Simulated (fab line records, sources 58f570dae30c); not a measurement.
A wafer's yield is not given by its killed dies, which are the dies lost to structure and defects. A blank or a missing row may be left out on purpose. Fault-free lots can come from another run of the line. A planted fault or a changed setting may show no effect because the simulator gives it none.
Which tool is to blame? | flow berkeley cmos170 | 42 wafers from 14 lots sampled at 4 of the route's 331 steps

## WHAT THE GAUGES SHOWED, per wafer
UCB170_V1_OVL_MEAS_13. Usual: V1_OVL gives 4 nm (standard deviation 5.3).
lot  | measured     | on         | V1_OVL (nm) | flag
L988 | day 8 19:20  | overlay-01 | 4 6 4       |
L990 | day 9 07:14  | overlay-02 | 8 1 14      |
L992 | day 9 10:00  | overlay-02 | 6 0 6       |
L991 | day 9 09:09  | overlay-02 | 0 3 -2      |
L994 | day 9 22:34  | overlay-02 | 7 3 5       |
L993 | day 9 22:18  | overlay-02 | 2 4 8       |
L999 | day 11 02:22 | overlay-02 | 12 10 12    |
L102 | day 11 20:04 | overlay-02 | 6 -1 8      |
L105 | day 12 04:34 | overlay-01 | 3 7 7       |
L107 | day 12 04:50 | overlay-01 | -6 -9 -2    |
L106 | day 12 06:40 | overlay-01 | 6 3 7       |
L108 | day 12 22:35 | overlay-01 | 6 3 2       |

## EACH LOT AND THE TOOL THAT RAN IT (in order: tool; ch and the chambers of the sampled wafers; start)
lot  | UCB170_PLDD_STRIP_10                 | UCB170_M1_SPUTTER_00         | UCB170_M1_METAL_ETCH_12
L988 | plasma asher-04 ch 0,1, day 7 16:38  | pvd sputter-04, day 8 12:40  | rie metal-03 ch 0,1, day 8 14:20
L990 | plasma asher-03 ch 1, day 8 05:02    | pvd sputter-02, day 9 00:52  | rie metal-01 ch 0,1, day 9 02:25
L992 | plasma asher-03 ch 0,1, day 8 05:31  | pvd sputter-02, day 9 04:11  | rie metal-01 ch 0,1, day 9 06:05
L991 | plasma asher-02 ch 0,1, day 8 05:37  | pvd sputter-04, day 9 03:20  | rie metal-04 ch 0,1, day 9 04:45
L994 | plasma asher-02 ch 0,1, day 8 20:12  | pvd sputter-04, day 9 15:01  | rie metal-04 ch 0,1, day 9 17:12
L993 | plasma asher-04 ch 0,1, day 8 20:55  | pvd sputter-02, day 9 14:25  | rie metal-03 ch 0,1, day 9 16:39
L999 | plasma asher-03 ch 0,1, day 9 23:21  | pvd sputter-02, day 10 20:47 | rie metal-03 ch 0,1, day 10 22:07
L998 | plasma asher-02 ch 0,1, day 9 23:39  | pvd sputter-03, day 10 19:16 | rie metal-04 ch 0,1, day 10 21:04
L101 | plasma asher-04 ch 0,1, day 10 13:38 | pvd sputter-04, day 11 10:43 | rie metal-04 ch 0,1, day 11 13:13
L102 | plasma asher-03 ch 0,1, day 10 14:07 | pvd sputter-02, day 11 12:29 | rie metal-03 ch 0,1, day 11 14:23
L105 | plasma asher-02 ch 0,1, day 11 02:44 | pvd sputter-02, day 11 22:16 | rie metal-01 ch 0,1, day 11 23:43
L107 | plasma asher-02 ch 1, day 11 03:52   | pvd sputter-04, day 11 23:40 | rie metal-03 ch 0,1, day 12 00:56
L106 | plasma asher-03 ch 0,1, day 11 03:53 | pvd sputter-02, day 11 23:56 | rie metal-01 ch 0,1, day 12 01:20
L108 | plasma asher-04 ch 0,1, day 11 17:37 | pvd sputter-02, day 12 15:23 | rie metal-03 ch 0,1, day 12 17:02
- UCB170_PLDD_STRIP_10: strips in O2.
- UCB170_M1_SPUTTER_00: material Al, target thk 600 nm, time 80 s.
- UCB170_M1_METAL_ETCH_12: etches Al in Cl2/BCl3, stops on PSG, target depth 780 nm, time 130 s.

## WHAT THE TOOLS THEMSELVES READ (means of the sampled wafers that have a number; where no wafer has one, the mark that the record gives instead)
UCB170_PLDD_STRIP_10. Usual: drypump motor current A 6.1 A, standard deviation 0.33; oes product au 0.734 a.u., standard deviation 0.0039; strip time to endpoint s 21.64 s, standard deviation 0.059.
lot  | tool            | drypump motor current A (A) | oes product au (a.u.) | strip time to endpoint s (s) | flag
L988 | plasma asher-04 | 5.7                         | 0.733                 | 21.59                        |
L990 | plasma asher-03 | 6.7                         | 0.734                 | 21.59                        |
L992 | plasma asher-03 | 6.2                         | 0.736                 | 21.73                        |
L991 | plasma asher-02 | 6.2                         | 0.737                 | 21.69                        |
L994 | plasma asher-02 | 6.2                         | 0.738                 | 21.60                        |
L993 | plasma asher-04 | 5.8                         | 0.733                 | 21.61                        |
L999 | plasma asher-03 | 6.2                         | 0.736                 | 21.66                        |
L998 | plasma asher-02 | 6.2                         | 0.734                 | 21.61                        |
L101 | plasma asher-04 | 5.8                         | 0.737                 | 21.65                        |
L102 | plasma asher-03 | 6.5                         | 0.734                 | 21.56                        |
L105 | plasma asher-02 | 6.2                         | 0.735                 | 21.64                        |
L107 | plasma asher-02 | 6.3                         | 0.732                 | 21.64                        |
L106 | plasma asher-03 | 6.2                         | 0.732                 | 21.69                        |
L108 | plasma asher-04 | 5.7                         | 0.734                 | 21.63                        |

UCB170_M1_SPUTTER_00. Usual: throttle valve pct reads 30.0 % (standard deviation 1.2).
lot  | tool           | throttle valve pct (%) | flag
L988 | pvd sputter-04 | 31.5                   |
L990 | pvd sputter-02 | 29.9                   |
L992 | pvd sputter-02 | 30.2                   |
L991 | pvd sputter-04 | 30.0                   |
L994 | pvd sputter-04 | 31.7                   |
L993 | pvd sputter-02 | 29.4                   |
L999 | pvd sputter-02 | 30.6                   |
L998 | pvd sputter-03 | 30.1                   |
L101 | pvd sputter-04 | 30.8                   |
L102 | pvd sputter-02 | 29.7                   |
L105 | pvd sputter-02 | 30.2                   |
L107 | pvd sputter-04 | 29.8                   |
L106 | pvd sputter-02 | 29.9                   |
L108 | pvd sputter-02 | 29.9                   |

UCB170_M1_METAL_ETCH_12. Usual: drypump motor current A 5.7 A, standard deviation 0.32; oes product au 0.852 a.u., standard deviation 0.013; run length s 158.5 s, standard deviation 0.6; throttle valve pct 24.34 %, standard deviation 0.22.
lot  | tool         | drypump motor current A (A) | oes product au (a.u.) | run length s (s) | throttle valve pct (%) | flag
L988 | rie metal-03 | 5.9                         | 0.848                 | 157.7            | 24.66                  |
L990 | rie metal-01 | 5.5                         | 0.838                 | 158.6            | 24.17                  |
L992 | rie metal-01 | 5.3                         | 0.846                 | 158.4            | 24.15                  |
L991 | rie metal-04 | 5.9                         | 0.868                 | 159.0            | 24.22                  |
L994 | rie metal-04 | 5.9                         | 0.852                 | 159.2            | 24.21                  |
L993 | rie metal-03 | 5.9                         | 0.857                 | 158.1            | 24.66                  |
L999 | rie metal-03 | 5.9                         | 0.864                 | 157.7            | 24.66                  |
L998 | rie metal-04 | 5.9                         | 0.997                 | 116.3            | 24.21                  | OFF
L101 | rie metal-04 | 5.9                         | 1.000                 | 116.6            | 24.20                  | OFF
L102 | rie metal-03 | 5.9                         | 0.860                 | 157.7            | 24.67                  |
L105 | rie metal-01 | 5.3                         | 0.842                 | 158.6            | 24.17                  |
L107 | rie metal-03 | 5.9                         | 0.862                 | 157.6            | 24.67                  |
L106 | rie metal-01 | 5.6                         | 0.836                 | 158.5            | 24.16                  |
L108 | rie metal-03 | 5.9                         | 0.859                 | 157.5            | 24.67                  |

## THE ANSWER, worked out from the rows above alone
Rule: a lot counts as off when the mean over its wafers that have a number is more than 3 standard deviations away from the usual mean. A lot without any number at a reading at which 4 lots or more have one is off too. Any other lot the step has rows for is counted as sound. First the gauges in route order, then the tools' own readings, where a lot's mean is used as printed above. The first step at which some lot is off is used, and at that step the reading that is off furthest; a lot without a number counts as furthest.
Off: L998, L101 (UCB170_M1_METAL_ETCH_12, run length s).
If a tool, at that step or one of the process steps before it, ran each lot that is off and ran no sound lot following the first of them, it fits. One fits: UCB170_M1_METAL_ETCH_12 on rie metal-04. A fault onset in the window from L994 (day 9 17:12, its last sound lot) to L998 (day 10 21:04, its first lot off) fits.
The tool's own readings at UCB170_M1_METAL_ETCH_12 bear it out: on the lots that are off they differ by more than 5 times the standard deviation of the sound lots' means. oes product au reads 0.998 a.u. there against 0.853 a.u. on the sound lots; run length s reads 116.4 s there against 158.2 s on the sound lots.

## WHAT WAS PUT IN BY THE SIMULATOR
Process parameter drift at UCB170_M1_METAL_ETCH_12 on rie metal-04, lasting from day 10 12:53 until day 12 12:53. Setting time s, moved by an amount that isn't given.
Struck lots among those shown: L998, L101. The same result came from the rule above.
